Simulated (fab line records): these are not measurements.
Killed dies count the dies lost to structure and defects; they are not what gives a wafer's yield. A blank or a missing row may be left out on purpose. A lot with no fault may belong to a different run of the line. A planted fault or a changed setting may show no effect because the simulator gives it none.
A lot that was struck, set against a sound lot | flow berkeley cmos170 | 14 out of 331 route steps
Sound: these wafers, L662.1, L662.3, L662.5. Wafers L671.2, L671.3, L671.4 were the ones struck. The cause is given at the end.
For every step that has rows: the tool of each side, followed by ch and its chambers, followed by its first start. Under that, the readings that differ: sound wafers | struck wafers | difference of the means | sigmas: that difference in standard deviations of wafers without a fault.
alike: words and numbers the same on both sides, and readings whose means are apart by under 2 such deviations; not compared: readings that were withheld, readings missing a value for some wafer, numbers with overlapping values and no deviation given by the record, and bounds like >300 which may hide the same value.
Wherever a step has rows on one side only, a row that says differs or no value, or a row with sigmas, the two part there. Non-overlapping numbers with no deviation appear without sigmas and do not part them. A reading missing from all wafers of one side parts the sides only when that side holds two or more wafers.

first, 1 step without rows for these wafers: UCB170_START_OXIDATION_02 (target thk 20 nm, ox time 1800 s).
UCB170_START_THK_MEAS_03:
  sound on film metro-01, day 2 07:10; struck on film metro-02, day 4 03:46
  alike: START_OXIDE_THK
then, 7 steps without rows for these wafers: UCB170_START_ANNEAL_04 (time 1200 s); UCB170_ZERO_HMDS_00 (prime time 60 s); UCB170_ZERO_COAT_01 (resist thk 900 nm); UCB170_ZERO_SOFTBAKE_02 (time 60 s); UCB170_ZERO_EXPOSE_03 (exposes mask PM MARKS, target cd 4000 nm); UCB170_ZERO_PEB_04; UCB170_ZERO_DEVELOP_05 (develop time 45 s).
UCB170_ZERO_ETCH_06: etches SiO2 in CHF3/CF4/Ar, time 12 s.
  sound on rie diel-04 ch 0,1,3, day 2 14:36; struck on rie diel-04 ch 0,2,3, day 4 10:34
  alike: drypump motor current A, oes product au, throttle valve pct
  not compared: rf hours counter h
UCB170_ZERO_STRIP_07: strips in O2.
  sound on plasma asher-01 ch 0,1, day 2 14:38; struck on plasma asher-04 ch 0,1, day 4 10:35
  alike: drypump motor current A, oes product au, strip time to endpoint s
  not compared: rf hours counter h
then, 1 step without rows for these wafers: UCB170_NWELL_WET_ETCH_00 (etches SiO2 in dHF, time 200 s).
UCB170_NWELL_OXIDATION_01: target thk 26.4 nm, ox time 1260 s.
  sound on furnace-02 ch 0, day 2 20:07; struck on furnace-02, day 4 14:32
  no value came back on the struck wafers for ox temp c (C), ox temp c max; on the sound wafers ox temp c (C) reads 1000.0 1001.0 999.9
then, 1 step without rows for these wafers: UCB170_NWELL_ANNEAL_03 (time 900 s).

## WHERE THEY PART
UCB170_NWELL_OXIDATION_01 only, going by this record.

WHY: the cause the simulator had injected
At UCB170_NWELL_OXIDATION_01, the step was skipped entirely on furnace-02 from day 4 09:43 on. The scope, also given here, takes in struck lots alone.
